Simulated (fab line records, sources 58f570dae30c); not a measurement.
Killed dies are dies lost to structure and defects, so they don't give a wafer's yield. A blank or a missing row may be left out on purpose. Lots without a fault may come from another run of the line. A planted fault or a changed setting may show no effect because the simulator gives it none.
fab line records | flow berkeley_cmos170
record lots=6 wafers=17 last_day=12
route steps=331 shown M1@238
lots that met no fault: from a run of the same line without faults
start_h: hours from the record's first day to the start of the lot's first wafer shown | wait_h: hours since the lot's step before | " the same as in the row above | L1.1+2: a row that stands for several wafers | - no value, or no start given | * or withheld: withheld | < > ~ a bound
route shown NAME@n: a module of which the file shows steps, and the number in the route of the first | usual: mean/standard deviation of fault-free wafers | same: alike in all rows | chamber/n: place in a boat | sites: the reading at each site | _std_site: their standard deviation | _edge_site: outer sites' mean less inner sites' | radius_mm: how far each site lies from the wafer's centre | mask NAME#n: copy n | behind: the tool/chamber that last shaped the wafer | hold: why the lot was held/for how many hours/how that ended | device: the transistor (n, p or np) that didn't switch | end of line: the same wafers' tests at the end of the route | a step without rows: its recipe alone | killed: dies lost to structure and defects at the first sort, not the wafer's yield | map: a wafer's dies, x killed, . not, _ none there
set.NAME: the setting as run; set.NAME@STEP: as run at that earlier step | model.NAME: the simulator's own value behind a step, which no gauge read
lots at some steps of the route; a table a step, a row a wafer
services: from which hour (start_h, from the record's first day; less than 0 if before it) a tool's chamber was out of use, for how many hours, and why
## steps
# step UCB170_M1_SPUTTER_00
# recipe material=Al target_thk_nm=600 time_s=80 power_w=6000 chamber_pressure_pa=0.5
# usual throttle_valve_pct=29.7/0.92
# columns lot.wafer tool chamber start_h wait_h throttle_valve_pct
L188.3 pvd_sputter-01 - 177.30 0.0 28.5
L188.4 " - " " 28.9
L188.5 " - " " 28.9
L191.1 pvd_sputter-01 - 186.37 0.0 28.7
L191.2 " - " " 29.0
L191.3 " - " " 29.0
L202.1 pvd_sputter-04 - 235.89 0.0 30.6
L202.3 " - " " 30.5
L204.1 pvd_sputter-04 - 251.02 0.0 30.2
L204.3 " - " " 30.6
L204.6 " - " " 30.6
L208.3 pvd_sputter-03 - 262.44 0.0 29.6
L208.4 " - " " 29.2
L208.6 " - " " 29.0
L211.1 pvd_sputter-01 - 279.85 0.0 29.0
L211.4 " - " " 28.7
L211.5 " - " " 29.1
# step UCB170_M1_RS_MEAS_01
# recipe thk_meas_gauge=four-point-probe reads=Al_of_M1_SPUTTER_00
# usual M1_AL_RS=0.0485/0.00048
# columns lot.wafer tool chamber start_h wait_h M1_AL_RS[ohm/sq]
L188.3 film_metro-04 - 177.41 0.1 0.0479
L188.4 " - " " 0.0478
L188.5 " - " " 0.0480
L191.1 film_metro-04 - 186.43 0.0 0.0485
L191.2 " - " " 0.0488
L191.3 " - " " 0.0478
L202.1 film_metro-03 - 235.95 0.0 0.0488
L202.3 " - " " 0.0483
L204.1 film_metro-04 - 251.08 0.0 0.0489
L204.3 " - " " 0.0485
L204.6 " - " " 0.0490
L208.3 film_metro-04 - 262.55 0.1 0.0488
L208.4 " - " " 0.0478
L208.6 " - " " 0.0490
L211.1 film_metro-04 - 279.91 0.0 0.0483
L211.4 " - " " 0.0480
L211.5 " - " " 0.0480
# step UCB170_M1_THK_MEAS_02
# recipe thk_meas_gauge=xrf reads=Al_of_M1_SPUTTER_00
# usual M1_AL_THK=591/5.9
# columns lot.wafer tool chamber start_h wait_h M1_AL_THK[nm]
L188.3 film_metro-04 - 177.51 0.1 597
L188.4 " - " " 591
L188.5 " - " " 593
L191.1 film_metro-04 - 186.55 0.1 590
L191.2 " - " " 580
L191.3 " - " " 598
L202.1 film_metro-03 - 236.07 0.1 589
L202.3 " - " " 594
L204.1 film_metro-04 - 251.20 0.1 587
L204.3 " - " " 591
L204.6 " - " " 584
L208.3 film_metro-04 - 262.65 0.1 584
L208.4 " - " " 597
L208.6 " - " " 582
L211.1 film_metro-04 - 280.03 0.1 588
L211.4 " - " " 590
L211.5 " - " " 598
# step UCB170_M1_COAT_03
# recipe resist=BARC temp_c=withheld time_s=withheld spin_rpm=3000 resist_thk_nm=withheld
# step UCB170_M1_COAT_04
# recipe resist=KrF spin_rpm=1522 resist_thk_nm=900
# step UCB170_M1_SOFTBAKE_05
# recipe resist=KrF temp_c=130 time_s=60
# step UCB170_M1_EXPOSE_06
# recipe mask_id=METAL1 target_cd_nm=700 na=0.5 sigma_outer=0.6 source_shape=conventional dose_mj=21
# step UCB170_M1_PEB_07
# recipe peb_temp_c=130 peb_time_s=withheld resist=KrF
# step UCB170_M1_DEVELOP_08
# recipe developer=TMAH develop_time_s=45 resist=KrF dev_temp_c=21
# step UCB170_M1_CD_MEAS_09
# recipe target_cd_nm=700
# usual cd_nm=699.5/1.3
# columns lot.wafer tool chamber start_h wait_h cd_nm
L188.3 cd_sem-01 - 178.91 - 700.6
L188.4 " - " " 700.6
L188.5 " - " " 699.9
L191.1 cd_sem-02 - 187.62 - 698.7
L191.2 " - " " 699.9
L191.3 " - " " 699.1
L202.1 cd_sem-02 - 237.50 - 700.3
L202.3 " - " " 699.9
L204.1 cd_sem-02 - 253.14 - 698.5
L204.3 " - " " 698.7
L204.6 " - " " 698.6
L208.3 cd_sem-01 - 263.69 - 699.4
L208.4 " - " " 700.2
L208.6 " - " " 698.5
L211.1 cd_sem-01 - 281.05 - 697.9
L211.4 " - " " 700.7
L211.5 " - " " 699.8
# step UCB170_M1_OVL_MEAS_10
# usual M1_OVL=-2/4.6
# columns lot.wafer tool chamber start_h wait_h M1_OVL[nm]
L188.3 overlay-01 - 179.00 0.1 -3
L188.4 " - " " 3
L188.5 " - " " -4
L191.1 overlay-02 - 187.74 0.1 -7
L191.2 " - " " -5
L191.3 " - " " -4
L202.1 overlay-02 - 237.62 0.1 -7
L202.3 " - " " -9
L204.1 overlay-02 - 253.26 0.1 -2
L204.3 " - " " -6
L204.6 " - " " -3
L208.3 overlay-02 - 263.78 0.1 4
L208.4 " - " " 4
L208.6 " - " " 6
L211.1 overlay-01 - 281.17 0.1 -3
L211.4 " - " " -3
L211.5 " - " " -7
# step UCB170_M1_ETCH_11
# recipe chemistry=N2/H2 target_depth_a=withheld overetch_a=withheld target=BARC time_s=withheld source_w=500 bias_w=100 pressure_mtorr=30 n2_flow_sccm=100 h2_flow_sccm=200
# usual drypump_motor_current_A=5.7/0.33 oes_product_au=0.996/0.012 throttle_valve_pct=13.26/0.15
# columns lot.wafer tool chamber start_h wait_h drypump_motor_current_A oes_product_au throttle_valve_pct
L188.3 rie_diel-02 0 179.02 0.0 5.6 1.000 13.33
L188.4 " 1 " " 5.6 0.994 13.34
L188.5 " 0 " " 5.6 0.997 13.33
L191.1 rie_diel-02 2 187.78 0.0 5.5 0.985 13.18
L191.2 " 3 " " 6.0 0.967 13.11
L191.3 " 1 " " 5.6 0.982 13.33
L202.1 rie_diel-03 2 237.66 0.0 5.7 0.990 13.30
L202.3 " 1 " " 5.7 0.987 13.44
L204.1 rie_diel-01 3 253.30 0.0 6.3 1.023 13.30
L204.3 " 1 " " 5.2 0.996 13.16
L204.6 " 2 " " 5.4 0.997 13.52
L208.3 rie_diel-01 2 263.81 0.0 5.4 0.993 13.54
L208.4 " 0 " " 6.2 1.009 13.11
L208.6 " 3 " " 6.2 1.018 13.29
L211.1 rie_diel-01 1 281.21 0.0 5.2 0.998 13.18
L211.4 " 3 " " 6.3 1.016 13.30
L211.5 " 1 " " 5.2 0.998 13.17
# step UCB170_M1_METAL_ETCH_12
# recipe chemistry=Cl2/BCl3 target=Al stop_on=PSG pressure_mtorr=12 target_depth_a=7800 over_etch_frac=0.3 time_s=130 icp_w=600 bias_w=120 Cl2_flow_sccm=90 bcl3_flow_sccm=45
# usual drypump_motor_current_A=5.8/0.32 oes_product_au=0.848/0.0082 throttle_valve_pct=24.38/0.19
# columns lot.wafer tool chamber start_h wait_h drypump_motor_current_A oes_product_au rf_hours_counter_h throttle_valve_pct model.KrF_of_M1_COAT_04.thk_nm model.M1.cd_nm
L188.3 rie_metal-01 0 179.11 - 5.8 0.849 - 24.18 432.9 702.9
L188.4 " 1 " " 6.1 0.845 - 24.40 423.2 701.4
L188.5 " 0 " " 5.8 0.838 - 24.18 434.3 703.6
L191.1 rie_metal-03 0 187.82 - 5.4 0.849 4 24.41 431.2 698.5
L191.2 " 1 " " 5.9 0.851 9 24.22 429.4 700.8
L191.3 " 1 " " 5.9 0.860 - 24.21 432.5 699.8
L202.1 rie_metal-01 0 237.70 - 5.8 0.836 11 24.17 527.4 708
L202.3 " 0 " " 5.8 0.841 - 24.18 526.8 707.7
L204.1 rie_metal-01 1 253.34 - 6.1 0.851 1 24.46 433 699.8
L204.3 " 1 " " 6.1 0.847 - 24.46 430.1 699
L204.6 " 0 " " 5.8 0.833 - 24.18 528.2 706.4
L208.3 rie_metal-03 1 263.90 - 5.9 0.845 - 24.25 432.8 700.3
L208.4 " 0 " " 5.4 0.864 - 24.42 430.3 700.4
L208.6 " 1 " " 5.9 0.847 - 24.23 427.4 699
L211.1 rie_metal-04 1 281.25 - 5.3 0.853 2 24.78 438.7 700
L211.4 " 0 " " 6.3 0.848 - 24.71 447.3 703.8
L211.5 " 0 " " 6.3 0.850 - 24.70 441.7 700.1
# step UCB170_M1_STRIP_13
# recipe chemistry=O2 power_w=400 pressure_mtorr=3500 platen_temp_c=withheld o2_flow_sccm=400 overash_fraction=0.5
# usual drypump_motor_current_A=5.6/0.55 o2_flow_sccm=400.1/1.3 oes_product_au=0.720/0.0044
# same overash_fraction=0.5
# columns lot.wafer tool chamber start_h wait_h drypump_motor_current_A o2_flow_sccm oes_product_au rf_hours_counter_h
L188.3 plasma_asher-04 1 179.23 0.1 4.8 397.3 0.721 -
L188.4 " 0 " " 6.0 396.7 0.727 -
L188.5 " 0 " " 6.0 398.8 0.717 -
L191.1 plasma_asher-03 0 187.95 0.1 5.7 401.2 0.714 8
L191.2 " 1 " " 6.5 398.8 0.715 8
L191.3 " 0 " " 5.7 401.0 0.717 -
L202.1 plasma_asher-01 0 237.83 0.1 5.0 402.2 0.718 52
L202.3 " 1 " " 5.7 402.4 0.722 -
L204.1 plasma_asher-04 1 253.48 0.1 4.8 401.5 0.721 53
L204.3 " 0 " " 6.0 398.5 0.718 -
L204.6 " 1 " " 4.8 400.5 0.716 -
L208.3 plasma_asher-04 1 264.02 0.1 4.8 401.4 0.729 -
L208.4 " 0 " " 6.0 401.1 0.713 -
L208.6 " 1 " " 4.8 400.9 0.717 -
L211.1 plasma_asher-03 1 281.39 0.1 6.5 400.5 0.724 16
L211.4 " 0 " " 5.7 398.5 0.715 -
L211.5 " 1 " " 6.5 399.8 0.723 -
# step UCB170_M1_CD_MEAS_90
# recipe target_cd_nm=700
# usual cd_nm=700.0/1.7
# columns lot.wafer tool chamber start_h wait_h cd_nm
L188.3 cd_sem-02 - 179.34 0.1 702.4
L188.4 " - " " 701.6
L188.5 " - " " 703.3
L191.1 cd_sem-02 - 188.05 0.1 698.3
L191.2 " - " " 700.8
L191.3 " - " " 699.9
L202.1 cd_sem-02 - 237.93 0.1 707.6
L202.3 " - " " 707.7
L204.1 cd_sem-02 - 253.58 0.1 699.6
L204.3 " - " " 699.2
L204.6 " - " " 706.2
L208.3 cd_sem-02 - 264.12 0.1 700.2
L208.4 " - " " 700.5
L208.6 " - " " 698.8
L211.1 cd_sem-02 - 281.49 0.1 700.1
L211.4 " - " " 703.6
L211.5 " - " " 700.0
# step UCB170_M1_ANNEAL_14
# recipe temp_c=400 time_s=1200 ambient=forming_gas
## services
# columns tool chamber start_h hours kind
rie_diel-03 3 167.16 8.5 repair
rie_diel-03 0 167.63 7.3 repair
rie_metal-04 1 167.79 - clean
rie_metal-04 1 167.79 20.9 scheduled_down
rie_metal-04 1 167.79 20.9 vent_cycle
plasma_asher-01 - 172.74 2.8 pm
rie_diel-03 1 177.26 12.4 repair
rie_metal-03 0 193.79 2.6 repair
rie_metal-01 1 198.49 - clean
rie_metal-01 1 198.49 19.4 scheduled_down
rie_metal-01 1 198.49 19.4 vent_cycle
rie_diel-01 3 199.35 16.5 repair
rie_diel-02 1 207.43 - clean
rie_diel-02 1 207.43 16.0 scheduled_down
rie_diel-02 1 207.43 16.0 vent_cycle
rie_metal-01 - 217.37 4.3 pm
rie_metal-04 1 221.62 34.9 repair
rie_diel-01 1 223.39 7.0 repair
plasma_asher-03 - 235.32 26.4 repair
rie_diel-03 0 246.02 10.9 repair
plasma_asher-03 - 247.74 12.3 repair
rie_diel-03 1 263.85 4.6 repair
rie_diel-01 2 264.73 4.3 repair
rie_metal-04 - 270.23 0.5 repair
## key
first_sign step=UCB170_M1_CD_MEAS_90 reading=cd_nm direction=up sigmas=4.2 usual=700.0 struck=707.2
effect none on later readings
model_effect step=UCB170_M1_METAL_ETCH_12 value=KrF_of_M1_COAT_04.thk_nm without=439.9 struck=527.4
met_at UCB170_M1_METAL_ETCH_12
struck_wafers L202.1,L202.3,L204.6
rows_end L202.1,L202.3
sort_left_out L204.6
onset_between 179.11 237.70
earlier_fault kind=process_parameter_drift tool=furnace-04 chamber=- onset_h=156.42 steps=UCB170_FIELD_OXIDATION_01 channel=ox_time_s offset=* shape=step end_h=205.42 acts_in=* stated=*
fault kind=process_parameter_drift tool=rie_metal-01 chamber=0 onset_h=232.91 steps=UCB170_M1_METAL_ETCH_12 channel=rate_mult offset=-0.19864 shape=step
# sort_left_out: the simulated sort isn't trusted on such a fault, so these wafers' sort isn't shown, and their yield isn't known
# rows_end: these wafers met a further fault down the route, and their rows from its step on are left out
